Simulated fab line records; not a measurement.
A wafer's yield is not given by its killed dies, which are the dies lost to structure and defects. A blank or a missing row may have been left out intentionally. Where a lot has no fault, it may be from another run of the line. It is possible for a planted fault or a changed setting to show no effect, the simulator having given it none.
fab line records | flow rit-cmos
record: lots: 6 | wafers: 18 | last-day: 7
route steps=202 shown PSD@150 SDANNEAL@153 NSD@158 PLDD@159 NLDD@160 SILICIDE@161 M1@202
lots that met no fault: from a run of the same line without faults
start-h: hours from the record's opening day to when the first of the lot's shown wafers began | wait-h: how many hours have passed since the lot's step before this one | " as in the row above | L1.1+2: a single row standing in for several wafers | - no value, or no start given | * or withheld: withheld | < > ~ a bound
route shown NAME@n: names a module that has steps shown in the file, with the first one's number in the route | usual: mean/standard deviation of fault-free wafers | same: alike in all rows | chamber/n: place in a boat | sites: per-site readings | _std_site: how widely they spread, as a standard deviation | _edge_site: mean of outer sites minus mean of inner sites | radius-mm: how far each site lies from the wafer's centre | mask NAME#n: copy n | behind: the most recent tool/chamber to have shaped the wafer | hold: cause of the lot's hold/its duration in hours/its outcome | device: the n, p or np transistor that did not switch | end of line: at the end of the route, the tests of the same wafers | a step with no rows: only its recipe | killed: at the first sort, the dies lost to defects and structure; wafer yield is something else | map: a wafer's dies, x killed, . not, _ none there
set.NAME: the setting that was run; set.NAME@STEP: the one run at that earlier step | model.NAME: the simulator's own value behind a step, which no gauge read
lots at selected steps of the route; one table per step, one row per wafer
services: from which hour (start-h, from the record's first day; less than 0 if before it) a tool's chamber was out of use, for how many hours, and why
== steps ==
step: RIT_PSD_IMPLANT_08
recipe: species: BF2 | energy-kev: 27 | dose-cm2: 5e+15 | tilt-deg: 7
step: RIT_PSD_STRIP_09
recipe: chemistry: O2 | time-s: 180 | resist: NOVOLAK | platen-temp-c: withheld | power-w: 500 | pressure-mtorr: 4000 | o2-flow-sccm: 4000
usual: drypump-motor-current-A: 5.8/0.42 | rf-refl-power-W: 6.5/0.9
lot.wafer | tool            | chamber | start-h | wait-h | drypump-motor-current-A | rf-hours-counter-h | rf-refl-power-W
L285.2    | plasma-asher-01 | 1       | 63.39   | 0.1    | 5.8                     | 26                 | 5.9
L285.4    | "               | 1       | "       | "      | 5.8                     | -                  | 5.8
L285.5    | "               | 0       | "       | "      | 5.4                     | -                  | 7.4
L286.1    | plasma-asher-04 | 0       | 66.96   | 0.1    | 5.8                     | 43                 | 5.8
L286.3    | "               | 0       | "       | "      | 5.8                     | -                  | 5.6
L286.5    | "               | 0       | "       | "      | 5.8                     | -                  | 6.2
L292.2    | plasma-asher-04 | 1       | 100.47  | 0.1    | 5.4                     | 47                 | 7.1
L292.4    | "               | 1       | "       | "      | 5.4                     | -                  | 7.1
L292.5    | "               | 1       | "       | "      | 5.4                     | -                  | 7.1
L294.1    | plasma-asher-04 | 0       | 111.19  | 0.1    | 5.7                     | 48                 | 6.1
L294.3    | "               | 0       | "       | "      | 5.8                     | -                  | 6.1
L294.5    | "               | 1       | "       | "      | 5.4                     | -                  | 7.0
L297.3    | plasma-asher-01 | 1       | 128.69  | 0.1    | 5.8                     | -                  | 6.0
L297.5    | "               | 1       | "       | "      | 5.8                     | -                  | 5.7
L297.6    | "               | 0       | "       | "      | 5.4                     | -                  | 7.7
L299.2    | plasma-asher-03 | 0       | 157.14  | 0.1    | 6.0                     | 51                 | 4.8
L299.4    | "               | 0       | "       | "      | 6.0                     | -                  | 5.0
L299.5    | "               | 1       | "       | "      | 6.8                     | -                  | 6.1
step: RIT_PSD_TW_MEAS_10
usual: PSD_TW: 3453/36
lot.wafer | tool          | chamber | start-h | wait-h | PSD_TW
L285.2    | film-metro-03 | -       | 63.57   | 0.1    | 3521
L285.4    | "             | -       | "       | "      | 3517
L285.5    | "             | -       | "       | "      | 3512
L286.1    | film-metro-02 | -       | 67.13   | 0.1    | 3438
L286.3    | "             | -       | "       | "      | 3433
L286.5    | "             | -       | "       | "      | 3457
L292.2    | film-metro-02 | -       | 100.65  | 0.1    | 3435
L292.4    | "             | -       | "       | "      | 3444
L292.5    | "             | -       | "       | "      | 3449
L294.1    | film-metro-02 | -       | 111.37  | 0.1    | 3445
L294.3    | "             | -       | "       | "      | 3436
L294.5    | "             | -       | "       | "      | 3456
L297.3    | film-metro-02 | -       | 128.83  | 0.1    | 3431
L297.5    | "             | -       | "       | "      | 3441
L297.6    | "             | -       | "       | "      | 3426
L299.2    | film-metro-03 | -       | 157.33  | 0.1    | 3496
L299.4    | "             | -       | "       | "      | 3495
L299.5    | "             | -       | "       | "      | 3504
step: RIT_SDANNEAL_CLEAN_00
recipe: chemistry: SC1 | mix: 3:3:50 | time-s: 600 | temp-c: 75
step: RIT_SDANNEAL_CLEAN_01
recipe: chemistry: dHF | dilution: 50:1 | time-s: 30
step: RIT_SDANNEAL_CLEAN_02
recipe: chemistry: SC2 | mix: 3:3:50 | time-s: 600 | temp-c: 75 | dry: n2-spin
step: RIT_SDANNEAL_RTA_03
recipe: temp-c: 1050 | time-s: 5 | idle-temp-c: 600 | ramp-up-c-per-s: 342 | ramp-down-c-per-s: 171 | cool-to-c: 600 | ambient: N2
usual: chamber-o2-ppm: 1.996/0.022 | ramp-up-c-per-s: 342.00/0.061 | wafer_temp_C_max: 1053.5/1.2
lot.wafer | tool          | chamber | start-h | wait-h | chamber-o2-ppm | ramp-up-c-per-s | wafer_temp_C_max
L285.2    | rtp-anneal-02 | 0       | 64.00   | 0.0    | 2.004          | 341.97          | 1052.3
L285.4    | "             | 0       | "       | "      | 1.997          | 342.12          | 1054.0
L285.5    | "             | 0       | "       | "      | 2.007          | 341.92          | 1055.8
L286.1    | rtp-anneal-01 | 0       | 67.56   | 0.0    | 1.987          | 342.07          | 1053.1
L286.3    | "             | 0       | "       | "      | 2.000          | 341.92          | 1055.1
L286.5    | "             | 0       | "       | "      | 1.956          | 341.87          | 1054.4
L292.2    | rtp-anneal-01 | 0       | 101.08  | 0.0    | 2.012          | 342.00          | 1053.2
L292.4    | "             | 0       | "       | "      | 2.025          | 341.98          | 1054.0
L292.5    | "             | 0       | "       | "      | 1.985          | 341.99          | 1054.4
L294.1    | rtp-anneal-01 | 0       | 111.81  | 0.0    | 1.995          | 341.98          | 1055.0
L294.3    | "             | 0       | "       | "      | 1.995          | 342.08          | 1054.5
L294.5    | "             | 0       | "       | "      | 1.980          | 341.96          | 1054.5
L297.3    | rtp-anneal-02 | 0       | 129.26  | 0.0    | 2.001          | 341.91          | 1054.7
L297.5    | "             | 0       | "       | "      | 2.018          | 342.08          | 1052.6
L297.6    | "             | 0       | "       | "      | 1.996          | 342.05          | 1052.2
L299.2    | rtp-anneal-02 | 0       | 157.75  | 0.0    | 2.018          | 341.93          | 1054.0
L299.4    | "             | 0       | "       | "      | 2.017          | 341.92          | 1052.9
L299.5    | "             | 0       | "       | "      | 2.009          | 341.99          | 1053.9
step: RIT_SDANNEAL_RS_MEAS_04
recipe: thk-meas-gauge: four-point-probe
usual: PSD_RS: 115.76/0.29
lot.wafer | tool          | chamber | start-h | wait-h | PSD_RS[ohm/sq]
L285.2    | film-metro-03 | -       | 64.07   | 0.1    | 116.00
L285.4    | "             | -       | "       | "      | 115.91
L285.5    | "             | -       | "       | "      | 116.01
L286.1    | film-metro-02 | -       | 67.62   | 0.0    | 116.16
L286.3    | "             | -       | "       | "      | 115.69
L286.5    | "             | -       | "       | "      | 116.04
L292.2    | film-metro-02 | -       | 101.15  | 0.1    | 115.69
L292.4    | "             | -       | "       | "      | 116.05
L292.5    | "             | -       | "       | "      | 115.81
L294.1    | film-metro-01 | -       | 111.87  | 0.0    | 115.66
L294.3    | "             | -       | "       | "      | 115.25
L294.5    | "             | -       | "       | "      | 115.51
L297.3    | film-metro-01 | -       | 129.34  | 0.1    | 115.80
L297.5    | "             | -       | "       | "      | 115.67
L297.6    | "             | -       | "       | "      | 115.76
L299.2    | film-metro-01 | -       | 157.82  | 0.1    | 115.51
L299.4    | "             | -       | "       | "      | 115.54
L299.5    | "             | -       | "       | "      | 116.06
step: RIT_SDANNEAL_RS_MEAS_05
recipe: thk-meas-gauge: four-point-probe
usual: NSD_RS: 84.54/0.28
lot.wafer | tool          | chamber | start-h | wait-h | NSD_RS[ohm/sq]
L285.2    | film-metro-03 | -       | 64.19   | 0.1    | 84.81
L285.4    | "             | -       | "       | "      | 84.50
L285.5    | "             | -       | "       | "      | 84.52
L286.1    | film-metro-02 | -       | 67.74   | 0.1    | 83.81
L286.3    | "             | -       | "       | "      | 84.20
L286.5    | "             | -       | "       | "      | 83.99
L292.2    | film-metro-02 | -       | 101.27  | 0.1    | 84.54
L292.4    | "             | -       | "       | "      | 83.98
L292.5    | "             | -       | "       | "      | 84.35
L294.1    | film-metro-01 | -       | 111.99  | 0.1    | 84.56
L294.3    | "             | -       | "       | "      | 84.26
L294.5    | "             | -       | "       | "      | 84.32
L297.3    | film-metro-01 | -       | 129.46  | 0.1    | 84.87
L297.5    | "             | -       | "       | "      | 85.15
L297.6    | "             | -       | "       | "      | 84.92
L299.2    | film-metro-01 | -       | 157.94  | 0.1    | 84.53
L299.4    | "             | -       | "       | "      | 84.73
L299.5    | "             | -       | "       | "      | 84.94
step: RIT_SDANNEAL_RS_MEAS_06
recipe: thk-meas-gauge: four-point-probe
usual: PLDD_RS: 178.4/0.45
lot.wafer | tool          | chamber | start-h | wait-h | PLDD_RS[ohm/sq]
L285.2    | film-metro-03 | -       | 64.31   | 0.1    | 178.7
L285.4    | "             | -       | "       | "      | 178.4
L285.5    | "             | -       | "       | "      | 178.6
L286.1    | film-metro-02 | -       | 67.86   | 0.1    | 178.6
L286.3    | "             | -       | "       | "      | 178.2
L286.5    | "             | -       | "       | "      | 178.0
L292.2    | film-metro-02 | -       | 101.39  | 0.1    | 178.5
L292.4    | "             | -       | "       | "      | 178.9
L292.5    | "             | -       | "       | "      | 178.0
L294.1    | film-metro-01 | -       | 112.11  | 0.1    | 177.7
L294.3    | "             | -       | "       | "      | 177.6
L294.5    | "             | -       | "       | "      | 177.9
L297.3    | film-metro-01 | -       | 129.58  | 0.1    | 178.8
L297.5    | "             | -       | "       | "      | 178.9
L297.6    | "             | -       | "       | "      | 178.1
L299.2    | film-metro-01 | -       | 158.06  | 0.1    | 178.3
L299.4    | "             | -       | "       | "      | 178.9
L299.5    | "             | -       | "       | "      | 179.4
step: RIT_SDANNEAL_RS_MEAS_07
recipe: thk-meas-gauge: four-point-probe
usual: NLDD_RS: 151.6/0.57
lot.wafer | tool          | chamber | start-h | wait-h | NLDD_RS[ohm/sq]
L285.2    | film-metro-03 | -       | 64.43   | 0.1    | 151.1
L285.4    | "             | -       | "       | "      | 151.5
L285.5    | "             | -       | "       | "      | 151.2
L286.1    | film-metro-02 | -       | 67.98   | 0.1    | 151.5
L286.3    | "             | -       | "       | "      | 150.5
L286.5    | "             | -       | "       | "      | 151.4
L292.2    | film-metro-02 | -       | 101.51  | 0.1    | 151.7
L292.4    | "             | -       | "       | "      | 151.9
L292.5    | "             | -       | "       | "      | 151.8
L294.1    | film-metro-01 | -       | 112.23  | 0.1    | 151.2
L294.3    | "             | -       | "       | "      | 150.9
L294.5    | "             | -       | "       | "      | 150.7
L297.3    | film-metro-01 | -       | 129.70  | 0.1    | 152.5
L297.5    | "             | -       | "       | "      | 152.2
L297.6    | "             | -       | "       | "      | 152.5
L299.2    | film-metro-01 | -       | 158.18  | 0.1    | 150.9
L299.4    | "             | -       | "       | "      | 151.2
L299.5    | "             | -       | "       | "      | 150.9
step: RIT_SILICIDE_WET_ETCH_00
recipe: chemistry: BOE | target: SiO2 | target-depth-nm: 14 | time-s: 15 | dry: n2-spin | dilution: 10:1 | temp-c: 21.5
step: RIT_SILICIDE_SPUTTER_01
recipe: material: Ti | target-thk-nm: 30 | power-w: 350 | chamber-pressure-pa: 0.667 | gas: Ar | time-s: 240 | substrate-temp-c: 25
usual: throttle-valve-pct: 29.5/1.1
lot.wafer | tool           | chamber | start-h | wait-h | throttle-valve-pct | model.Ti_of_SILICIDE_SPUTTER_01.thk-nm
L285.2    | pvd-sputter-01 | -       | 64.54   | 0.0    | 29.4               | 29.91
L285.4    | "              | -       | "       | "      | 29.4               | 30.11
L285.5    | "              | -       | "       | "      | 28.2               | 29.78
L286.1    | pvd-sputter-04 | -       | 68.11   | 0.0    | 28.8               | 30.41
L286.3    | "              | -       | "       | "      | 30.2               | 29.2
L286.5    | "              | -       | "       | "      | 30.3               | 29.75
L292.2    | pvd-sputter-01 | -       | 101.62  | 0.0    | 30.9               | 32.15
L292.4    | "              | -       | "       | "      | 29.1               | 32.39
L292.5    | "              | -       | "       | "      | 28.1               | 32.07
L294.1    | pvd-sputter-01 | -       | 112.36  | 0.0    | 29.4               | 32.67
L294.3    | "              | -       | "       | "      | 28.6               | 32.29
L294.5    | "              | -       | "       | "      | 28.2               | 32.48
L297.3    | pvd-sputter-04 | -       | 129.79  | 0.0    | 30.2               | 29.92
L297.5    | "              | -       | "       | "      | 28.4               | 30.19
L297.6    | "              | -       | "       | "      | 30.5               | 30.15
L299.2    | pvd-sputter-03 | -       | 158.29  | 0.0    | 28.9               | 30.69
L299.4    | "              | -       | "       | "      | 28.2               | 30.27
L299.5    | "              | -       | "       | "      | 30.0               | 29.68
step: RIT_SILICIDE_RS_MEAS_02
recipe: thk-meas-gauge: four-point-probe | reads: Ti_of_SILICIDE_SPUTTER_01
usual: SILICIDE_TI_RS: 48.1/0.72
lot.wafer | tool          | chamber | start-h | wait-h | SILICIDE_TI_RS[ohm/sq]
L285.2    | film-metro-01 | -       | 64.71   | 0.1    | 48.1
L285.4    | "             | -       | "       | "      | 47.6
L285.5    | "             | -       | "       | "      | 48.2
L286.1    | film-metro-04 | -       | 68.26   | 0.1    | 47.1
L286.3    | "             | -       | "       | "      | 49.6
L286.5    | "             | -       | "       | "      | 48.4
L292.2    | film-metro-04 | -       | 101.79  | 0.1    | 43.9
L292.4    | "             | -       | "       | "      | 43.5
L292.5    | "             | -       | "       | "      | 44.1
L294.1    | film-metro-04 | -       | 112.51  | 0.1    | 43.1
L294.3    | "             | -       | "       | "      | 43.7
L294.5    | "             | -       | "       | "      | 43.4
L297.3    | film-metro-03 | -       | 129.98  | 0.1    | 48.1
L297.5    | "             | -       | "       | "      | 47.5
L297.6    | "             | -       | "       | "      | 47.6
L299.2    | film-metro-03 | -       | 158.46  | 0.1    | 46.5
L299.4    | "             | -       | "       | "      | 47.4
L299.5    | "             | -       | "       | "      | 48.6
step: RIT_SILICIDE_THK_MEAS_03
recipe: thk-meas-gauge: xrf | reads: Ti_of_SILICIDE_SPUTTER_01
usual: SILICIDE_TI_THK: 30.1/0.43
lot.wafer | tool          | chamber | start-h | wait-h | SILICIDE_TI_THK[nm]
L285.2    | film-metro-01 | -       | 64.82   | 0.1    | 30.4
L285.4    | "             | -       | "       | "      | 30.6
L285.5    | "             | -       | "       | "      | 30.3
L286.1    | film-metro-04 | -       | 68.38   | 0.1    | 30.4
L286.3    | "             | -       | "       | "      | 29.3
L286.5    | "             | -       | "       | "      | 29.7
L292.2    | film-metro-04 | -       | 101.90  | 0.1    | 32.1
L292.4    | "             | -       | "       | "      | 32.4
L292.5    | "             | -       | "       | "      | 32.1
L294.1    | film-metro-04 | -       | 112.63  | 0.1    | 32.8
L294.3    | "             | -       | "       | "      | 32.3
L294.5    | "             | -       | "       | "      | 32.5
L297.3    | film-metro-03 | -       | 130.08  | 0.1    | 30.1
L297.5    | "             | -       | "       | "      | 30.3
L297.6    | "             | -       | "       | "      | 30.4
L299.2    | film-metro-03 | -       | 158.57  | 0.1    | 30.7
L299.4    | "             | -       | "       | "      | 30.4
L299.5    | "             | -       | "       | "      | 29.7
step: RIT_SILICIDE_RTA_04
recipe: temp-c: 650 | time-s: 10 | idle-temp-c: 25 | ramp-up-s: 5 | ramp-down-s: 5 | cool-to-c: 25 | ambient: N2
usual: chamber-o2-ppm: 2.004/0.023 | wafer_temp_C_max: 653.3/0.77
lot.wafer | tool          | chamber | start-h | wait-h | chamber-o2-ppm | wafer_temp_C_max
L285.2    | rtp-anneal-01 | 0       | 64.88   | 0.1    | 2.021          | 653.5
L285.4    | "             | 0       | "       | "      | 1.953          | 654.9
L285.5    | "             | 0       | "       | "      | 1.965          | 652.4
L286.1    | rtp-anneal-02 | 0       | 68.44   | 0.1    | 2.001          | 652.6
L286.3    | "             | 0       | "       | "      | 2.036          | 653.7
L286.5    | "             | 0       | "       | "      | 2.000          | 652.8
L292.2    | rtp-anneal-02 | 0       | 101.96  | 0.1    | 2.012          | 652.6
L292.4    | "             | 0       | "       | "      | 2.037          | 655.1
L292.5    | "             | 0       | "       | "      | 2.018          | 654.0
L294.1    | rtp-anneal-02 | 0       | 112.69  | 0.1    | 2.007          | 655.0
L294.3    | "             | 0       | "       | "      | 2.016          | 654.3
L294.5    | "             | 0       | "       | "      | 1.981          | 653.5
L297.3    | rtp-anneal-01 | 0       | 130.14  | 0.1    | 1.988          | 652.4
L297.5    | "             | 0       | "       | "      | 2.046          | 652.9
L297.6    | "             | 0       | "       | "      | 1.987          | 653.4
L299.2    | rtp-anneal-01 | 0       | 158.64  | 0.1    | 2.041          | 652.9
L299.4    | "             | 0       | "       | "      | 2.020          | 652.5
L299.5    | "             | 0       | "       | "      | 2.018          | 654.0
step: RIT_M1_PROBE_99
usual: killed_at_M0_to_M3: 0.0/0.14 | killed-at-contacts: 0.1/0.3 | killed-at-front-end: 7/3.1 | killed-dies: 7/3.1 | killed-open: 3.8/2.3 | killed-short: 3.2/1.9
same: gross-dies: 264 | killed_at_M4_up: 0 | killed-at-back-side: 0 | killed-at-other: 0
lot.wafer | tool      | chamber | start-h | wait-h | killed_at_M0_to_M3 | killed-at-contacts | killed-at-front-end | killed-dies | killed-open | killed-short | model.etest.contact-pplus.end-ohm-um | model.etest.contact-nplus.end-ohm-um | model.etest.npoly-line.rs-ohm-sq | model.etest.ppoly-line.rs-ohm-sq | model.etest.npoly-sal.rs-ohm-sq | model.etest.ppoly-sal.rs-ohm-sq | model.etest.pplus-sal.rs-ohm-sq | model.etest.nplus-sal.rs-ohm-sq
L285.2    | prober-01 | -       | 71.57   | 0.1    | 0                  | 0                  | 8                   | 8           | 4           | 4            | 43.53                                | 42.71                                | 17.06                            | 16.55                            | 4.354                           | 4.334                           | 4.343                           | 4.313
L285.4    | prober-01 | -       | 71.67   | 0.2    | 1                  | 0                  | 10                  | 11          | 5           | 6            | 44.55                                | 41.99                                | 17.08                            | 16.52                            | 4.37                            | 4.295                           | 4.312                           | 4.275
L285.5    | prober-01 | -       | 71.72   | 0.2    | 0                  | 0                  | 6                   | 6           | 1           | 5            | 43.88                                | 42.96                                | 17.09                            | 16.48                            | 4.371                           | 4.368                           | 4.309                           | 4.357
L286.1    | prober-02 | -       | 75.48   | 0.1    | 0                  | 0                  | 5                   | 5           | 3           | 2            | 44.25                                | 39.9                                 | 16.85                            | 16.22                            | 4.311                           | 4.276                           | 4.279                           | 4.277
L286.3    | prober-02 | -       | 75.58   | 0.2    | 0                  | 0                  | 4                   | 4           | 2           | 2            | 44.31                                | 39.79                                | 17.29                            | 16.61                            | 4.439                           | 4.352                           | 4.406                           | 4.382
L286.5    | prober-02 | -       | 75.68   | 0.2    | 0                  | 0                  | 3                   | 3           | 1           | 2            | 43.59                                | 39.21                                | 17.07                            | 16.41                            | 4.391                           | 4.369                           | 4.342                           | 4.345
L292.2    | prober-02 | -       | 108.54  | 0.1    | 0                  | 0                  | 6                   | 6           | 2           | 4            | 47.78                                | 43.92                                | 16.05                            | 15.58                            | 4.073                           | 4.034                           | 4.05                            | 4.06
L292.4    | prober-02 | -       | 108.64  | 0.2    | 0                  | 0                  | 5                   | 5           | 2           | 3            | 47.28                                | 43.43                                | 16.09                            | 15.33                            | 4.041                           | 4.014                           | 4.029                           | 4.059
L292.5    | prober-02 | -       | 108.69  | 0.2    | 0                  | 0                  | 6                   | 6           | 2           | 4            | 46.91                                | 44.8                                 | 16.18                            | 15.52                            | 4.119                           | 4.071                           | 4.087                           | 4.071
L294.1    | prober-02 | -       | 119.46  | 0.1    | 0                  | 0                  | 7                   | 7           | 4           | 3            | 47.4                                 | 44.83                                | 15.92                            | 15.27                            | 4.019                           | 3.974                           | 4.018                           | 4.017
L294.3    | prober-02 | -       | 119.56  | 0.2    | 0                  | 1                  | 8                   | 9           | 5           | 3            | 45.87                                | 45.91                                | 16.16                            | 15.7                             | 4.07                            | 4.05                            | 4.031                           | 4.025
L294.5    | prober-02 | -       | 119.66  | 0.2    | 0                  | 0                  | 5                   | 5           | 4           | 1            | 46.29                                | 46.02                                | 16.11                            | 15.58                            | 4.03                            | 4.022                           | 4.002                           | 4.011
L297.3    | prober-01 | -       | 137.50  | 0.2    | 0                  | 0                  | 7                   | 7           | 4           | 3            | 42.77                                | 42.6                                 | 16.94                            | 16.55                            | 4.386                           | 4.364                           | 4.332                           | 4.334
L297.5    | prober-01 | -       | 137.60  | 0.2    | 0                  | 0                  | 3                   | 3           | 2           | 1            | 44.4                                 | 41.55                                | 17.02                            | 16.34                            | 4.338                           | 4.329                           | 4.301                           | 4.317
L297.6    | prober-01 | -       | 137.65  | 0.2    | 0                  | 0                  | 5                   | 5           | 3           | 2            | 42.8                                 | 43.43                                | 16.96                            | 16.35                            | 4.387                           | 4.31                            | 4.337                           | 4.294
L299.2    | prober-02 | -       | 165.67  | 0.1    | 0                  | 0                  | 13                  | 13          | 5           | 8            | 47.08                                | 42.76                                | 16.8                             | 16.1                             | 4.28                            | 4.218                           | 4.184                           | 4.228
L299.4    | prober-02 | -       | 165.77  | 0.2    | 0                  | 0                  | 10                  | 10          | 5           | 5            | 45.4                                 | 41.29                                | 16.75                            | 16.31                            | 4.321                           | 4.281                           | 4.269                           | 4.28
L299.5    | prober-02 | -       | 165.82  | 0.2    | 0                  | 0                  | 5                   | 5           | 3           | 2            | 45.06                                | 41.77                                | 17.31                            | 16.76                            | 4.404                           | 4.327                           | 4.379                           | 4.385
killed by level:class
L285.2 GATE:geometric-particle:short=4 GATE:geometric-particle:open=2 FOX1:geometric-particle:open=1 SILICIDE:geometric-particle:open=1
L285.4 FOX1:geometric-particle:short=3 GATE:geometric-particle:open=2 FOX1:geometric-particle:open=1 FOX2:geometric-particle:open=1 GATE:geometric-particle:short=1 SPACER:geometric-particle:short=1 SILICIDE:geometric-particle:open=1 M1:geometric-particle:short=1
L285.5 REOX:geometric-particle:short=2 FOX2:geometric-particle:short=1 GATE:geometric-particle:short=1 REOX:geometric-particle:open=1 SPACER:geometric-particle:short=1
L286.1 GATE:geometric-particle:open=2 FOX1:geometric-particle:short=1 SPACER:geometric-particle:short=1 SILICIDE:geometric-particle:open=1
L286.3 FOX2:geometric-particle:short=1 GATE:geometric-particle:open=1 REOX:geometric-particle:short=1 SILICIDE:geometric-particle:open=1
L286.5 REOX:geometric-particle:short=1 SPACER:geometric-particle:short=1 SILICIDE:geometric-particle:open=1
L292.2 GATE:geometric-particle:short=2 FOX1:geometric-particle:open=1 FOX2:geometric-particle:open=1 SPACER:geometric-particle:short=1 SILICIDE:geometric-particle:short=1
L292.4 FOX2:geometric-particle:short=2 FOX2:geometric-particle:open=1 GATE:geometric-particle:short=1 GATE:geometric-particle:open=1
L292.5 REOX:geometric-particle:short=2 FOX2:geometric-particle:open=1 FOX2:geometric-particle:short=1 GATE:geometric-particle:short=1 REOX:geometric-particle:open=1
L294.1 GATE:geometric-particle:short=2 GATE:geometric-particle:open=2 SPACER:geometric-particle:open=2 SPACER:geometric-particle:short=1
L294.3 SPACER:geometric-particle:open=2 FOX1:geometric-particle:short=1 GATE:geometric-particle:open=1 GATE:geometric-particle:short=1 REOX:geometric-particle:short=1 SILICIDE:geometric-particle:open=1 CONTACT:geometric-particle:open=1 PLDD:coat-microbubble-printed=1
L294.5 GATE:geometric-particle:open=2 GATE:geometric-particle:short=1 REOX:geometric-particle:open=1 SILICIDE:geometric-particle:open=1
L297.3 GATE:geometric-particle:open=3 FOX1:geometric-particle:short=1 FOX2:geometric-particle:short=1 GATE:geometric-particle:short=1 REOX:geometric-particle:open=1
L297.5 FOX1:geometric-particle:open=1 SPACER:geometric-particle:short=1 SILICIDE:geometric-particle:open=1
L297.6 FOX1:geometric-particle:open=1 FOX2:geometric-particle:open=1 GATE:geometric-particle:open=1 REOX:geometric-particle:short=1 SPACER:geometric-particle:short=1
L299.2 GATE:geometric-particle:short=4 FOX2:geometric-particle:short=2 GATE:geometric-particle:open=2 REOX:geometric-particle:open=2 REOX:geometric-particle:short=2 SILICIDE:geometric-particle:open=1
L299.4 REOX:geometric-particle:open=3 ACTIVE:geometric-particle:short=1 FOX1:geometric-particle:short=1 FOX2:geometric-particle:short=1 FOX2:geometric-particle:open=1 GATE:geometric-particle:short=1 GATE:geometric-particle:open=1 SPACER:geometric-particle:short=1
L299.5 GATE:geometric-particle:open=3 GATE:geometric-particle:short=1 SPACER:geometric-particle:short=1
== services ==
tool           | chamber | start-h | hours | kind
pvd-sputter-04 | -       | 79.21   | 23.4  | repair
pvd-sputter-04 | -       | 130.65  | 1.9   | repair
== key ==
first-sign: step: RIT_SILICIDE_RS_MEAS_02 | reading: SILICIDE_TI_RS | direction: down | sigmas: 6.2 | usual: 48.1 | struck: 43.6
effect: step: RIT_SILICIDE_THK_MEAS_03 | reading: SILICIDE_TI_THK | direction: up | sigmas: 5.2 | usual: 30.1 | struck: 32.4
model-effect: step: RIT_SILICIDE_SPUTTER_01 | value: Ti_of_SILICIDE_SPUTTER_01.thk-nm | without: 30.12 | struck: 32.34
model-effect: step: RIT_M1_PROBE_99 | value: etest.contact-pplus.end-ohm-um | without: 43.5 | struck: 46.92
met-at RIT_SILICIDE_SPUTTER_01
struck-wafers L292.2,L292.4,L292.5,L294.1,L294.3,L294.5
tester-left-out L292,L294
onset-between 64.54 101.62
also-fits RIT_PSD_STRIP_09:plasma-asher-04,RIT_SDANNEAL_RTA_03:rtp-anneal-01
fault: kind: process-parameter-drift | tool: pvd-sputter-01 | chamber: - | onset-h: 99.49 | steps: RIT_SILICIDE_SPUTTER_01 | channel: target-thk-nm | offset: 2.2187 | shape: step | end-h: 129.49 | stated: 30
tester-left-out: of these lots the tester's yield and bins aren't shown, on N5 and GAA mostly nor the transistor test; their killed dies are dies lost to structure and defects alone, not to doping, threshold or leakage, so they don't give the yield
